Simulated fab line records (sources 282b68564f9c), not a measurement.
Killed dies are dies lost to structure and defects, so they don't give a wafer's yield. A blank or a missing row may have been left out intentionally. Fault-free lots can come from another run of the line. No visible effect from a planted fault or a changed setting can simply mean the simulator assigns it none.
Struck lot and sound lot, side by side -- flow rit-cmos -- 17 out of 202 route steps
Sound: wafers L230.1, L230.2, L230.6. The struck wafers were L225.2, L225.4, L225.6. At the end, the cause is stated.
For every step that has rows: the tool of each side, followed by ch and its chambers, followed by its first start. Under that, the readings that differ: sound wafers -- struck wafers -- difference of the means -- sigmas: that difference in standard deviations of wafers without a fault.
alike: same words and numbers on both sides, and readings whose means sit less than 2 such deviations apart. not compared: any withheld reading, any reading some wafer has no value for, any bound like >300 that may hide the same value, and any number with overlapping values for which the record gives no deviation.
The two part at a step that has a row with sigmas, a row that says differs or no value, or rows on one side only. Non-overlapping numbers with no deviation appear without sigmas and do not part them. A reading that every wafer of one side lacks parts them only if that side has two wafers or more.

RIT_NWELL_TW_MEAS_10:
  sound on film-metro-01, day 5 05:19; struck on film-metro-04, day 4 06:35
  alike: NWELL_TW
then, 6 steps without rows for these wafers: RIT_PWELL_HMDS_00 (prime time 60 s); RIT_PWELL_COAT_01 (resist thk 1300 nm); RIT_PWELL_SOFTBAKE_02 (time 60 s); RIT_PWELL_EXPOSE_03 (exposes mask M3, target cd 43700 nm); RIT_PWELL_PEB_04; RIT_PWELL_DEVELOP_05 (develop time 68 s).
RIT_PWELL_OVL_MEAS_06:
  sound on overlay-01, day 5 06:22; struck on overlay-02, day 4 07:39
  alike: PWELL_OVL
then, 2 steps without rows for these wafers: RIT_PWELL_HARDBAKE_07 (time 120 s); RIT_PWELL_IMPLANT_08.
RIT_PWELL_STRIP_09: strips in O2, time 180 s.
  sound on plasma-asher-01 ch 0,1, day 5 06:49; struck on plasma-asher-01 ch 0, day 4 08:05
  alike: drypump-motor-current-A
  not compared: rf-hours-counter-h
RIT_PWELL_TW_MEAS_10:
  sound on film-metro-04, day 5 06:59; struck on film-metro-04, day 4 08:16
  alike: PWELL_TW
RIT_WELLDRIVE_ANNEAL_00: time 14700 s.
  sound on furnace-01 ch 0, day 5 07:54; struck on furnace-03 ch 0, day 4 09:14
reading,sound,struck,difference,sigmas
spike-tc-centre-C (C),1100.8 1100.2 1102.3,1083.3 1082.6 1082.2,-18.4,-14
spike-tc-load-C (C),1126.4 1127.9 1127.0,1110.9 1109.5 1110.0,-17.0,-11
spike-tc-source-C (C),1125 1126 1127,1107 1105 1107,-20,-5
tube-center-temp-C (C),1100 1100 1100.1,1081.9 1082 1082.1,-18.0,-99 or more
tube_center_temp_C_max,1103.1 1102.6 1102.2,1084.7 1085.9 1084.5,-17.6,-39
zone-power-centre-pct (%),55 56 55,47 48 47,-8,-3
RIT_WELLDRIVE_RS_MEAS_01: measurement is done with a four-point probe.
  sound on film-metro-02, day 5 12:59; struck on film-metro-04, day 4 14:20
reading,sound,struck,difference,sigmas
NWELL_RS (ohm/sq),275.2 275.7 276.1,296.2 297.4 296.2,+20.9,+26
RIT_WELLDRIVE_RS_MEAS_02: measurement is done with a four-point probe.
  sound on film-metro-02, day 5 13:06; struck on film-metro-04, day 4 14:28
reading,sound,struck,difference,sigmas
PWELL_RS (ohm/sq),431.1 430.0 429.4,449.3 449.0 447.8,+18.5,+14
then, 1 step without rows for these wafers: RIT_NRETRO_HMDS_00 (prime time 60 s).
RIT_M1_PROBE_99:
  sound on prober-02, day 6 17:42; struck on prober-01, day 5 21:42
reading,sound,struck,difference,sigmas
model.etest.nwell-pinched.rs-ohm-sq,336.7 341.5 340.1,374 376.6 377.6,+37,
model.etest.pmos-narrow.drive-ua-um,109.2 109.3 107.8,102.6 103.2 102.1,-6.1,
model.etest.pmos_0p3.drive-ua-um,110.9 111.1 108.6,101.2 102.1 102.3,-8.3,
model.etest.field-p-metal.vt-v (V),-27.88 -27.35 -28.04,-25.91 -26.75 -26.64,+1.32,
model.etest.field-p.vt-v (V),-12.36 -12.45 -12.45,-10.81 -11.11 -10.98,+1.45,
  alike: killed-at-contacts, killed-at-front-end, killed-dies, killed-on-rim, killed-open, killed-short
  not compared: model.etest.pwell-pinched.rs-ohm-sq, model.etest.pwell.rs-ohm-sq, model.etest.field-n.vt-v

WHERE THEY PART
Last at RIT_WELLDRIVE_RS_MEAS_02 as far as this record goes, first at RIT_WELLDRIVE_ANNEAL_00. Later steps at which nothing parts them and some readings are alike: RIT_M1_PROBE_99.

WHY: what the simulator had put in
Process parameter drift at RIT_WELLDRIVE_ANNEAL_00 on furnace-03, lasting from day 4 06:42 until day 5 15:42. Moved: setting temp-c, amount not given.
